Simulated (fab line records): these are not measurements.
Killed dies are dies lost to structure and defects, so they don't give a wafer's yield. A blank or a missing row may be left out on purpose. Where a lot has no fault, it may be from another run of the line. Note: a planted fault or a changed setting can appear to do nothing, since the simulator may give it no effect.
A lot that was struck, set against a sound lot || flow berkeley-cmos170 || 14 out of 331 route steps
Sound: wafers L754.2, L754.4, L754.5. The struck wafers were L756.1, L756.2, L756.3. The cause is named last.
Order at every step that has rows: each side's tool, ch and its chambers, its first start. Under that, the readings that differ: sound wafers || struck wafers || difference of the means || sigmas: that difference in standard deviations of wafers without a fault.
alike: same words and numbers on both sides, and readings whose means sit less than 2 such deviations apart. not compared: any withheld reading, any reading some wafer has no value for, any bound like >300 that may hide the same value, and any number with overlapping values for which the record gives no deviation.
The two part at a step that has a row with sigmas, a row that says differs or no value, or rows on one side only. When numbers do not overlap yet have no deviation, they are printed without sigmas and do not part them. A reading missing from all wafers of one side parts the sides only when that side holds two or more wafers.

UCB170_M2_SPUTTER_01: material Al, target thk 900 nm, time 120 s.
  sound: pvd-sputter-01 at day 8 23:26; struck: pvd-sputter-03 at day 8 23:42
  alike: throttle-valve-pct
UCB170_M2_RS_MEAS_02: uses a four-point probe to measure.
  sound: film-metro-04 at day 8 23:32; struck: film-metro-02 at day 8 23:47
  alike: M2_AL_RS
UCB170_M2_THK_MEAS_03: measures by xrf.
  sound: film-metro-04 at day 8 23:38; struck: film-metro-02 at day 8 23:55
  alike: M2_AL_THK
then, 3 steps without rows for these wafers: UCB170_M2_HMDS_04 (prime time 60 s); UCB170_M2_COAT_05 (resist thk 900 nm); UCB170_M2_SOFTBAKE_06 (time 60 s).
UCB170_M2_STRIP_07: strips in O2.
  sound on plasma-asher-02 ch 0,1, day 9 00:08; struck on plasma-asher-01 ch 0,1, day 9 00:25
  alike: drypump-motor-current-A, oes-product-au, strip-time-to-endpoint-s
  not compared: rf-hours-counter-h
then, 5 steps without rows for these wafers: UCB170_M2_STRIP_08 (strips KrF in DMSO, time 600 s); UCB170_M2_COAT_09; UCB170_M2_COAT_10 (resist thk 900 nm); UCB170_M2_SOFTBAKE_11 (time 60 s); UCB170_M2_EXPOSE_12 (exposes mask METAL2, target cd 700 nm).
UCB170_M2_PEB_13:
  sound on litho-track-02 ch 0, day 9 01:11; struck on litho-track-02, day 9 01:26
  no value came back on the struck wafers for chill-plate-temp-C (C), exhaust-pa (Pa); on the sound wafers chill-plate-temp-C (C) reads 23.09 23.07 23.07
then, 1 step without rows for these wafers: UCB170_M2_DEVELOP_14 (develop time 45 s).

## WHERE THEY PART
Only at UCB170_M2_PEB_13, within this record.

WHY: the cause the simulator had injected
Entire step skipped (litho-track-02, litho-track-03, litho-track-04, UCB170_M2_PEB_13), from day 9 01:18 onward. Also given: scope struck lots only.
